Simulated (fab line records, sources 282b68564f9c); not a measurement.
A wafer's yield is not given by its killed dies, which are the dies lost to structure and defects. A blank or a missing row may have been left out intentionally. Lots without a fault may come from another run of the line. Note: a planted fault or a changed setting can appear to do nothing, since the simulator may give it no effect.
2 desks looking at one fault | flow rit cmos | each desk holds nothing but its own numbers, with what lay behind them at the end

== THE METROLOGY DESK ==
What the gauges read, lot by lot, whatever tool the lot ran on: means of the sampled wafers that have a number. The brackets show how far a lot's mean lies from the usual mean; more than 4 standard deviations puts the lot out of limits, marked OUT.
Columns: A = SILICIDE_TI_RS at RIT_SILICIDE_RS_MEAS_02, usual 49.6 ohm/sq; B = SILICIDE_TI_THK at RIT_SILICIDE_THK_MEAS_03, usual 28.9 nm
lot  | first seen here | A               | B
L756 | day 3 05:46     | 49.4            | 29.2
L757 | day 3 08:47     | 49.4            | 29.2
L758 | day 3 13:45     | 49.5            | 29.1
L761 | day 4 05:04     | 49.2            | 29.2
L762 | day 4 11:56     | 37.9 (-17) OUT  | 37.0 (+20) OUT
L763 | day 4 14:56     | 50.3            | 28.7
L764 | day 4 22:20     | 43.1 (-9.3) OUT | 33.7 (+12) OUT
L769 | day 5 22:53     | 50.2            | 28.5
L771 | day 6 07:15     | 50.4            | 28.5
L774 | day 7 02:29     | 50.1            | 28.5
L775 | day 7 10:19     | 49.7            | 29.0
L776 | day 7 16:03     | 49.9            | 28.9
L778 | day 8 01:53     | 49.8            | 28.6
L779 | day 8 13:51     | 50.3            | 28.7
This desk's finding: out of limits on L762, L764; first on L762, day 4 11:56 (SILICIDE_TI_RS at RIT_SILICIDE_RS_MEAS_02). In limits: L756, L757, L758, L761, L763, L769, L771, L774, L775, L776, L778, L779.

== TOOL OWNER'S DESK, pvd sputter-02 ==
The tool's own readings at RIT_SILICIDE_SPUTTER_01 (material Ti, target thk 30 nm, time 234.8 s): means of the sampled wafers that have a number, for each lot that ran on this tool. The brackets show how far a lot's mean lies from the usual mean; more than 4 standard deviations puts the lot out of limits, marked OUT.
Columns: A = throttle valve pct at RIT_SILICIDE_SPUTTER_01, usual 29.4 %
lot  | first seen here | A
L757 | day 3 08:37     | 28.6
L762 | day 4 11:47     | 29.2
L764 | day 4 22:10     | 29.5
L774 | day 7 02:19     | 28.8
L776 | day 7 15:52     | 29.0
L778 | day 8 01:44     | 27.9
Result from this desk: across the 6 lots, nothing is out of limits.

== BROUGHT TOGETHER ==
L762, L764 would have let the metrology desk raise an alarm at day 4 11:56.
The desk of the tool owner found nothing out of limits.
On record at the tool owner's desk: L762, L764, within its limits.
The lots listed all ran RIT_SILICIDE_SPUTTER_01 on pvd sputter-02.

== WHAT HAD BEEN PUT IN BY THE SIMULATOR ==
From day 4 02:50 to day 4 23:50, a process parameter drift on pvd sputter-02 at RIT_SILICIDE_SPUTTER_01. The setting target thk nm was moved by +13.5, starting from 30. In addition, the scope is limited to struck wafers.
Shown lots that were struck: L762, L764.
Per desk, hours elapsed from the start of the fault to the first reading out of limits: for the metrology desk, 9.
